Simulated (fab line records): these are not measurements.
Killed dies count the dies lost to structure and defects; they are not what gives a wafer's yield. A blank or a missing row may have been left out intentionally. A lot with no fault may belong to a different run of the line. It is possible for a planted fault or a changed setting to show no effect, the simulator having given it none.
A lot that was struck, set against a sound lot	flow ritCmos	43 out of 202 route steps
Sound: wafers L998.1, L998.3, L998.4. Struck: wafers L110.3, L110.6 (left out: L110.2, a lot-mate that was not struck); the cause follows at the end.
Per side, at each step with rows, come the tool, then ch with its chambers, and then its first start. Under that, the readings that differ: sound wafers	struck wafers	difference of the means	sigmas: that difference in standard deviations of wafers without a fault.
alike: a reading whose means differ by less than 2 such deviations, as well as words and numbers matching on both sides. not compared: withheld readings; readings where some wafer has no value; bounds like >300 that might hide an equal value; numbers whose values overlap and for which the record gives no deviation.
Wherever a step has rows on one side only, a row that says differs or no value, or a row with sigmas, the two part there. Numbers that don't overlap but have no deviation are shown without sigmas and don't part them. A reading missing from all wafers of one side parts the sides only when that side holds two or more wafers.

first, 1 step without rows for these wafers: RIT_SDANNEAL_RTA_03 (time 5 s).
RIT_SDANNEAL_RS_MEAS_04: uses a four-point probe to measure.
  sound: filmMetro-04 at day 4 18:16; struck: filmMetro-03 at day 7 05:15
reading	sound	struck	difference	sigmas
PSD_RS (ohm/sq)	116.2 116.2 116.5	115.6 115.2	-0.9	-3
RIT_SDANNEAL_RS_MEAS_05: uses a four-point probe to measure.
  sound: filmMetro-04 at day 4 18:23; struck: filmMetro-03 at day 7 05:22
  alike: NSD_RS
RIT_SDANNEAL_RS_MEAS_06: uses a four-point probe to measure.
  sound: filmMetro-04 at day 4 18:31; struck: filmMetro-03 at day 7 05:29
  alike: PLDD_RS
RIT_SDANNEAL_RS_MEAS_07: uses a four-point probe to measure.
  sound: filmMetro-04 at day 4 18:38; struck: filmMetro-03 at day 7 05:37
  alike: NLDD_RS
then, 1 step without rows for these wafers: RIT_SILICIDE_WET_ETCH_00 (etches SiO2 in BOE, target depth 14 nm, time 15 s).
RIT_SILICIDE_SPUTTER_01: material Ti, target thk 30 nm, time 240 s.
  sound: pvdSputter-01 at day 4 18:46; struck: pvdSputter-02 at day 7 05:43
  alike: throttleValvePct
RIT_SILICIDE_RS_MEAS_02: uses a four-point probe to measure.
  sound: filmMetro-02 at day 4 18:55; struck: filmMetro-02 at day 7 05:53
  alike: SILICIDE_TI_RS
RIT_SILICIDE_THK_MEAS_03: measures by xrf.
  sound: filmMetro-02 at day 4 19:02; struck: filmMetro-02 at day 7 06:00
  alike: SILICIDE_TI_THK
then, 3 steps without rows for these wafers: RIT_SILICIDE_RTA_04 (time 10 s, ramp up 5 s, ramp down 5 s); RIT_SILICIDE_WET_ETCH_05 (etches Ti in SPM, time 120 s); RIT_SILICIDE_RTA_06 (time 10 s, ramp up 5 s, ramp down 10 s).
RIT_CONTACT_CVD_00: deposits SiO2 from TEOS, target thk 400 nm, time 61 s.
  sound on pecvd-02 ch 0,2, day 4 19:16; struck on pecvd-02 ch 0, day 7 06:14
  alike: heaterPowerW
RIT_CONTACT_THK_MEAS_01:
  sound: filmMetro-04 at day 4 19:21; struck: filmMetro-04 at day 7 06:17
  alike: CONTACT_TEOS_THK
then, 6 steps without rows for these wafers: RIT_CONTACT_HMDS_02 (prime time 60 s); RIT_CONTACT_COAT_03 (resist thk 1000 nm); RIT_CONTACT_SOFTBAKE_04 (time 60 s); RIT_CONTACT_EXPOSE_05 (exposes mask M11, target cd 1000 nm); RIT_CONTACT_PEB_06; RIT_CONTACT_DEVELOP_07 (develop time 120 s).
RIT_CONTACT_CD_MEAS_08: target cd 1000 nm.
  sound: cdSem-01 at day 4 20:30; struck: cdSem-01 at day 7 07:20
  alike: cdNm
RIT_CONTACT_OVL_MEAS_09:
  sound: overlay-02 at day 4 20:37; struck: overlay-02 at day 7 07:26
  alike: CONTACT_OVL
then, 1 step without rows for these wafers: RIT_CONTACT_HARDBAKE_10 (time 60 s).
RIT_CONTACT_ETCH_11: etches SiO2 in CHF3/CF4/Ar, stops on TiSi2, target depth 480 nm, time 320 s.
  sound on rieDiel-01 ch 0,1,3, day 4 20:49; struck on rieDiel-01 ch 0,2, day 7 07:37
  alike: chamberPressureMTorr, drypumpMotorCurrentA, oesProductAu, throttleValvePct
  not compared: rfHoursCounterH
RIT_CONTACT_STRIP_12: strips in O2, time 180 s.
  sound on plasmaAsher-03 ch 0,1, day 4 21:00; struck on plasmaAsher-03 ch 0,1, day 7 07:49
  alike: chamberPressureMTorr, drypumpMotorCurrentA
  not compared: rfHoursCounterH
RIT_CONTACT_CD_MEAS_90: target cd 1000 nm.
  sound: cdSem-01 at day 4 21:10; struck: cdSem-02 at day 7 08:00
reading	sound	struck	difference	sigmas
cdNm (nm)	995.3 996.1 996.6	1000.3 1002.7	+5.5	+2
then, 2 steps without rows for these wafers: RIT_CONTACT_CLEAN_13 (cleans in SC1, time 600 s); RIT_CONTACT_CLEAN_14 (cleans in SC2, time 600 s).
RIT_M1_SPUTTER_00: material Al, target thk 400 nm, time 500 s.
  sound: pvdSputter-04 at day 4 21:40; struck: pvdSputter-04 at day 7 08:27
  alike: throttleValvePct
RIT_M1_RS_MEAS_01: uses a four-point probe to measure.
  sound: filmMetro-04 at day 4 21:58; struck: filmMetro-04 at day 7 08:46
  alike: M1_AL_RS
RIT_M1_THK_MEAS_02: measures by xrf.
  sound: filmMetro-04 at day 4 22:05; struck: filmMetro-04 at day 7 08:53
  alike: M1_AL_THK
then, 6 steps without rows for these wafers: RIT_M1_HMDS_03 (prime time 60 s); RIT_M1_COAT_04 (resist thk 1300 nm); RIT_M1_SOFTBAKE_05 (time 60 s); RIT_M1_EXPOSE_06 (exposes mask M12, target cd 2600 nm); RIT_M1_PEB_07; RIT_M1_DEVELOP_08 (develop time 68 s).
RIT_M1_CD_MEAS_09: target cd 2600 nm.
  sound: cdSem-01 at day 4 23:01; struck: cdSem-01 at day 7 09:50
  alike: cdNm
RIT_M1_OVL_MEAS_10:
  sound: overlay-01 at day 4 23:08; struck: overlay-02 at day 7 09:56
  alike: M1_OVL
then, 1 step without rows for these wafers: RIT_M1_HARDBAKE_11 (time 120 s).
RIT_M1_METAL_ETCH_12: etches Al in Cl2/BCl3, stops on SiO2, time 165 s, target depth 600 nm.
  sound on rieMetal-03 ch 0,1, day 4 23:25; struck on rieMetal-03 ch 0, day 7 10:13
  alike: chamberPressureMTorr, drypumpMotorCurrentA, mfcCl2Sccm, oesProductAu, throttleValvePct
  not compared: rfHoursCounterH
then, 1 step without rows for these wafers: RIT_M1_STRIP_13 (strips in nmp, time 600 s).
RIT_M1_PROBE_99:
  sound: prober-02 at day 5 02:05; struck: prober-01 at day 7 12:34
reading	sound	struck	difference	sigmas
killedAtContacts	0 0 0	17 20	+18	+80
killedDies	9 7 4	23 22	+16	+5
killedOnRim	3 2 3	10 9	+7	+5
  alike: killedAtFrontEnd, killedOpen, killedShort

## WHERE THEY PART
Last at RIT_M1_PROBE_99 as far as this record goes, first at RIT_SDANNEAL_RS_MEAS_04.

WHY: what had been put in by the simulator
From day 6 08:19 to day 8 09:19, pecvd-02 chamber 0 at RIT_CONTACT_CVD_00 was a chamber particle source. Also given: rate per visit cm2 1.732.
